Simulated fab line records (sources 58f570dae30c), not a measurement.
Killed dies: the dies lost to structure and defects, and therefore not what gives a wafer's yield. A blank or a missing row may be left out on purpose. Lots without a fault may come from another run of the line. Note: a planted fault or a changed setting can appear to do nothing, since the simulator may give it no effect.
fab line records ; flow berkeley-cmos170
record: lots: 6; wafers: 18; last-day: 11
route steps=331 shown CONTACT@234 M1@238
lots that met no fault: from a run of the same line without faults
start-h: hours from the record's first day to the start of the lot's first wafer shown ; wait-h: time in hours since the lot's previous step ; " repeats the value in the row above ; L1.1+2: a row that stands for several wafers ; - no value present, or no start provided ; * or withheld: withheld ; < > ~ a bound
route shown NAME@n: a module of which the file shows steps, and the number in the route of the first ; usual: mean and standard deviation over wafers with no fault ; same: alike in all rows ; chamber/n: place in a boat ; sites: per-site readings ; _std_site: their standard deviation ; _edge_site: outer sites' mean less inner sites' ; radius-mm: how far each site lies from the wafer's centre ; mask NAME#n: copy n ; behind: the tool/chamber that last shaped the wafer ; hold: why the lot was held/for how many hours/how that ended ; device: the transistor (n, p or np) that didn't switch ; end of line: the route-end tests of the same wafers ; where a step has no rows: the recipe by itself ; killed: at the first sort, the dies lost to defects and structure; wafer yield is something else ; map: per-die view of a wafer (x killed, . not killed, _ where there is no die)
set.NAME: the setting that was run; set.NAME@STEP: the one run at that earlier step ; model.NAME: the simulator's own value behind a step, which no gauge read
lots at some steps of the route; a table a step, a row a wafer
services: the hour from which a tool's chamber was out of use, counted from the record's first day as start-h (under 0 if before that day), plus the number of hours and why
== steps ==
step: UCB170_CONTACT_ETCH_18
recipe: chemistry: CHF3/CF4/Ar; target: PSG; stop-on: TiSi2; CHF3_flow_sccm: 45; cf4-flow-sccm: 15; Ar_flow_sccm: 150; pressure-mtorr: 200; rf-w: 700; target-depth-a: 8400; over-etch-frac: 0.2; time-s: 195
usual: cf4-flow-sccm: 15.00/0.047; drypump-motor-current-A: 5.8/0.45; mfc-ar-sccm: 150.0/0.45; oes-product-au: 0.892/0.015; throttle-valve-pct: 6.87/0.13
lot.wafer;tool;chamber;start-h;wait-h;cf4-flow-sccm;drypump-motor-current-A;mfc-ar-sccm;oes-product-au;rf-hours-counter-h;throttle-valve-pct
L580.2;rie-diel-01;0;-;-;14.98;6.1;149.8;0.879;50;6.81
L580.3;rie-diel-01;2;-;-;15.02;6.0;150.3;0.885;111;7.13
L580.4;rie-diel-01;1;-;-;15.09;5.6;149.6;0.890;53;7.00
L578.2;rie-diel-02;1;-;-;15.02;5.8;149.6;0.891;100;6.71
L578.3;rie-diel-02;2;-;-;14.95;5.7;149.5;0.887;19;6.85
L578.6;rie-diel-02;2;-;-;15.04;5.7;150.2;0.883;-;6.84
L582.2;rie-diel-01;0;-;-;14.86;6.1;149.0;0.897;51;6.81
L582.3;rie-diel-01;2;-;-;14.93;6.0;149.9;0.888;112;7.13
L582.6;rie-diel-01;0;-;-;15.02;6.1;150.8;0.905;-;6.81
L585.3;rie-diel-02;0;-;-;15.00;6.2;150.2;0.865;6;6.87
L585.4;rie-diel-02;2;-;-;15.03;5.7;150.3;0.868;-;6.83
L585.5;rie-diel-02;0;-;-;15.08;6.2;149.6;0.862;-;6.86
L587.2;rie-diel-02;3;-;-;15.01;5.8;150.4;0.901;78;6.98
L587.3;rie-diel-02;1;-;-;14.98;5.8;150.0;0.891;102;6.71
L587.4;rie-diel-02;2;-;-;15.03;5.7;150.4;0.885;20;6.84
L590.3;rie-diel-01;3;-;-;15.01;5.4;150.8;0.918;57;6.87
L590.5;rie-diel-01;3;-;-;14.90;5.4;150.7;0.919;-;6.86
L590.6;rie-diel-01;2;-;-;14.98;6.0;150.4;0.876;-;7.13
step: UCB170_CONTACT_STRIP_19
recipe: chemistry: O2; power-w: 400; pressure-mtorr: 3500; platen-temp-c: withheld; o2-flow-sccm: 400; overash-fraction: 0.5
usual: drypump-motor-current-A: 5.7/0.44; oes-product-au: 0.725/0.0042
lot.wafer;tool;chamber;start-h;wait-h;drypump-motor-current-A;oes-product-au;rf-hours-counter-h
L580.2;plasma-asher-01;0;181.59;-;6.2;0.729;50
L580.3;plasma-asher-01;1;181.59;-;5.9;0.733;-
L580.4;plasma-asher-01;0;181.59;-;6.1;0.730;-
L578.2;plasma-asher-02;1;183.58;-;5.5;0.727;9
L578.3;plasma-asher-02;1;183.58;-;5.5;0.719;-
L578.6;plasma-asher-02;1;183.58;-;5.4;0.724;-
L582.2;plasma-asher-03;0;196.93;-;5.1;0.722;47
L582.3;plasma-asher-03;0;196.93;-;5.1;0.728;-
L582.6;plasma-asher-03;0;196.93;-;5.1;0.727;-
L585.3;plasma-asher-01;0;213.94;-;6.2;0.721;-
L585.4;plasma-asher-01;1;213.94;-;5.9;0.725;-
L585.5;plasma-asher-01;1;213.94;-;5.9;0.720;-
L587.2;plasma-asher-02;1;219.46;-;5.5;0.724;13
L587.3;plasma-asher-02;1;219.46;-;5.5;0.728;-
L587.4;plasma-asher-02;0;219.46;-;6.4;0.722;-
L590.3;plasma-asher-03;0;246.46;-;5.1;0.725;-
L590.5;plasma-asher-03;1;246.46;-;5.4;0.730;-
L590.6;plasma-asher-03;0;246.46;-;5.1;0.732;-
step: UCB170_CONTACT_CD_MEAS_90
recipe: target-cd-nm: 700
usual: cd-nm: 699.4/1.6
lot.wafer;tool;chamber;start-h;wait-h;cd-nm
L580.2;cd-sem-01;-;181.71;0.1;699.8
L580.3;cd-sem-01;-;181.71;0.1;699.0
L580.4;cd-sem-01;-;181.71;0.1;697.4
L578.2;cd-sem-02;-;183.70;0.1;700.6
L578.3;cd-sem-02;-;183.70;0.1;701.1
L578.6;cd-sem-02;-;183.70;0.1;699.4
L582.2;cd-sem-01;-;197.05;0.1;698.2
L582.3;cd-sem-01;-;197.05;0.1;697.9
L582.6;cd-sem-01;-;197.05;0.1;697.7
L585.3;cd-sem-01;-;214.05;0.1;702.7
L585.4;cd-sem-01;-;214.05;0.1;701.3
L585.5;cd-sem-01;-;214.05;0.1;703.5
L587.2;cd-sem-01;-;219.58;0.1;699.6
L587.3;cd-sem-01;-;219.58;0.1;699.8
L587.4;cd-sem-01;-;219.58;0.1;700.4
L590.3;cd-sem-01;-;246.57;0.1;699.2
L590.5;cd-sem-01;-;246.57;0.1;699.1
L590.6;cd-sem-01;-;246.57;0.1;697.3
step: UCB170_CONTACT_CLEAN_20
recipe: chemistry: SPM; temp-c: 120; time-s: 600
step: UCB170_M1_SPUTTER_00
recipe: material: Al; target-thk-nm: 600; time-s: 80; power-w: 6000; chamber-pressure-pa: 0.5
usual: cathode-dc-power-W: 6000.1/1.3; throttle-valve-pct: 30.3/1.2
lot.wafer;tool;chamber;start-h;wait-h;cathode-dc-power-W;throttle-valve-pct
L580.2;pvd-sputter-03;-;181.99;0.0;5999.8;29.2
L580.3;pvd-sputter-03;-;181.99;0.0;6001.3;31.6
L580.4;pvd-sputter-03;-;181.99;0.0;6000.5;28.7
L578.2;pvd-sputter-04;-;184.08;0.0;6000.8;29.9
L578.3;pvd-sputter-04;-;184.08;0.0;5998.2;29.9
L578.6;pvd-sputter-04;-;184.08;0.0;6000.4;30.0
L582.2;pvd-sputter-04;-;197.52;0.0;6000.2;29.7
L582.3;pvd-sputter-04;-;197.52;0.0;6001.7;32.7
L582.6;pvd-sputter-04;-;197.52;0.0;6000.4;30.8
L585.3;pvd-sputter-04;-;214.31;0.0;6000.8;32.5
L585.4;pvd-sputter-04;-;214.31;0.0;5999.2;29.6
L585.5;pvd-sputter-04;-;214.31;0.0;5999.5;32.7
L587.2;pvd-sputter-04;-;219.86;0.0;5999.9;32.6
L587.3;pvd-sputter-04;-;219.86;0.0;6001.4;29.6
L587.4;pvd-sputter-04;-;219.86;0.0;5999.7;29.5
L590.3;pvd-sputter-04;-;246.94;0.0;6000.2;32.7
L590.5;pvd-sputter-04;-;246.94;0.0;6000.4;32.5
L590.6;pvd-sputter-04;-;246.94;0.0;5999.7;31.1
step: UCB170_M1_RS_MEAS_01
recipe: thk-meas-gauge: four-point-probe; reads: Al_of_M1_SPUTTER_00
usual: M1_AL_RS: 0.0487/0.00055
lot.wafer;tool;chamber;start-h;wait-h;M1_AL_RS[ohm/sq]
L580.2;film-metro-01;-;182.07;0.1;0.0491
L580.3;film-metro-01;-;182.07;0.1;0.0492
L580.4;film-metro-01;-;182.07;0.1;0.0494
L578.2;film-metro-01;-;184.16;0.1;0.0482
L578.3;film-metro-01;-;184.16;0.1;0.0483
L578.6;film-metro-01;-;184.16;0.1;0.0486
L582.2;film-metro-04;-;197.60;0.1;0.0478
L582.3;film-metro-04;-;197.60;0.1;0.0486
L582.6;film-metro-04;-;197.60;0.1;0.0483
L585.3;film-metro-02;-;214.41;0.1;0.0483
L585.4;film-metro-02;-;214.41;0.1;0.0481
L585.5;film-metro-02;-;214.41;0.1;0.0480
L587.2;film-metro-02;-;219.94;0.1;0.0484
L587.3;film-metro-02;-;219.94;0.1;0.0482
L587.4;film-metro-02;-;219.94;0.1;0.0486
L590.3;film-metro-01;-;247.04;0.1;0.0489
L590.5;film-metro-01;-;247.04;0.1;0.0487
L590.6;film-metro-01;-;247.04;0.1;0.0487
step: UCB170_M1_THK_MEAS_02
recipe: thk-meas-gauge: xrf; reads: Al_of_M1_SPUTTER_00
usual: M1_AL_THK: 587/6.6
lot.wafer;tool;chamber;start-h;wait-h;M1_AL_THK[nm]
L580.2;film-metro-01;-;182.18;0.1;586
L580.3;film-metro-01;-;182.18;0.1;581
L580.4;film-metro-01;-;182.18;0.1;580
L578.2;film-metro-01;-;184.27;0.1;592
L578.3;film-metro-01;-;184.27;0.1;590
L578.6;film-metro-01;-;184.27;0.1;592
L582.2;film-metro-04;-;197.71;0.1;597
L582.3;film-metro-04;-;197.71;0.1;594
L582.6;film-metro-04;-;197.71;0.1;593
L585.3;film-metro-02;-;214.51;0.1;584
L585.4;film-metro-02;-;214.51;0.1;592
L585.5;film-metro-02;-;214.51;0.1;589
L587.2;film-metro-02;-;220.05;0.1;592
L587.3;film-metro-02;-;220.05;0.1;597
L587.4;film-metro-02;-;220.05;0.1;588
L590.3;film-metro-01;-;247.14;0.1;590
L590.5;film-metro-01;-;247.14;0.1;591
L590.6;film-metro-01;-;247.14;0.1;592
step: UCB170_M1_COAT_03
recipe: resist: BARC; temp-c: withheld; time-s: withheld; spin-rpm: 3000; resist-thk-nm: withheld
step: UCB170_M1_COAT_04
recipe: resist: KrF; spin-rpm: 1500; resist-thk-nm: 900
step: UCB170_M1_SOFTBAKE_05
recipe: resist: KrF; temp-c: 130; time-s: 60
step: UCB170_M1_EXPOSE_06
recipe: mask-id: METAL1; target-cd-nm: 700; na: 0.5; sigma-outer: 0.6; source-shape: conventional; dose-mj: 21
step: UCB170_M1_PEB_07
recipe: peb-temp-c: 130; peb-time-s: withheld; resist: KrF
step: UCB170_M1_DEVELOP_08
recipe: developer: TMAH; develop-time-s: 45; resist: KrF; dev-temp-c: 21
usual: chill-plate-temp-C: 22.98/0.11; develop-time-s: 45/0
lot.wafer;tool;chamber;start-h;wait-h;chill-plate-temp-C;develop-time-s;model.KrF_of_M1_COAT_04.thk-nm
L580.2;litho-track-01;0;184;-;23.20;45;881.4
L580.3;litho-track-01;0;184;-;23.12;45;880.2
L580.4;litho-track-01;0;184;-;22.93;45;881.9
L578.2;litho-track-01;0;185;-;23.11;45;888.7
L578.3;litho-track-01;0;185;-;22.95;45;886.2
L578.6;litho-track-01;0;185;-;23.01;45;885.1
L582.2;litho-track-03;0;198;-;22.99;45;885.7
L582.3;litho-track-03;0;198;-;22.99;45;885.4
L582.6;litho-track-03;0;198;-;23.05;45;886.4
L585.3;litho-track-03;-;215;-;-;-;900.1
L585.4;litho-track-03;-;215;-;-;-;900.3
L585.5;litho-track-03;-;215;-;-;-;900.9
L587.2;litho-track-02;-;220;-;-;-;894.9
L587.3;litho-track-02;-;220;-;-;-;893.3
L587.4;litho-track-02;-;221;-;-;-;894.4
L590.3;litho-track-02;0;248;-;22.89;45;887.3
L590.5;litho-track-02;0;248;-;23.00;45;886.3
L590.6;litho-track-02;0;248;-;23.18;45;890.3
step: UCB170_M1_CD_MEAS_09
recipe: target-cd-nm: 700
usual: cd-nm: 700.3/1.5
lot.wafer;tool;chamber;start-h;wait-h;cd-nm
L580.2;cd-sem-02;-;184.75;-;701.1
L580.3;cd-sem-02;-;184.75;-;702.4
L580.4;cd-sem-02;-;184.75;-;702.3
L578.2;cd-sem-01;-;185.88;-;700.2
L578.3;cd-sem-01;-;185.88;-;700.3
L578.6;cd-sem-01;-;185.88;-;699.9
L582.2;cd-sem-02;-;198.75;-;699.5
L582.3;cd-sem-02;-;198.75;-;700.3
L582.6;cd-sem-02;-;198.75;-;701.3
L585.3;cd-sem-02;-;215.86;-;-
L585.4;cd-sem-02;-;215.86;-;-
L585.5;cd-sem-02;-;215.86;-;-
L587.2;cd-sem-02;-;221.09;-;-
L587.3;cd-sem-02;-;221.09;-;-
L587.4;cd-sem-02;-;221.09;-;-
L590.3;cd-sem-01;-;248.34;-;702.0
L590.5;cd-sem-01;-;248.34;-;702.8
L590.6;cd-sem-01;-;248.34;-;703.2
== services ==
tool;chamber;start-h;hours;kind
rie-diel-01;2;160.63;11.7;repair
plasma-asher-03;-;165.06;2.8;pm
plasma-asher-03;-;176.56;14.6;pm
pvd-sputter-04;3;204.91;-;consumable-replace:kit
pvd-sputter-04;3;204.91;18.0;scheduled-down
pvd-sputter-04;3;204.91;18.0;vent-cycle
rie-diel-02;3;209.80;4.0;repair
rie-diel-02;-;209.83;1.9;repair
plasma-asher-03;-;219.76;1.7;repair
rie-diel-01;3;226.36;2.0;repair
== key ==
first-sign: step: UCB170_M1_DEVELOP_08; reading: tool-record; direction: missing
effect none on later readings
model-effect: step: UCB170_M1_DEVELOP_08; value: KrF_of_M1_COAT_04.thk-nm; without: 883.1; struck: 897.3
met-at UCB170_M1_DEVELOP_08
struck-wafers L585.3,L585.4,L585.5,L587.2,L587.3,L587.4
later-rows-left-out L585.3,L585.4,L585.5,L587.2,L587.3,L587.4
sort-left-out L585.3,L585.4,L585.5,L587.2,L587.3,L587.4
fault: kind: skipped-step-whole; tool: litho-track-02,litho-track-03; chamber: -; onset-h: 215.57; steps: UCB170_M1_DEVELOP_08; scope: struck-lots-only
sort-left-out: the simulated sort isn't trusted on such a fault, so these wafers' sort isn't shown, and their yield isn't known
later-rows-left-out: the simulator's readings of these wafers behind a module that went badly wrong aren't trusted and aren't shown, but for the sort
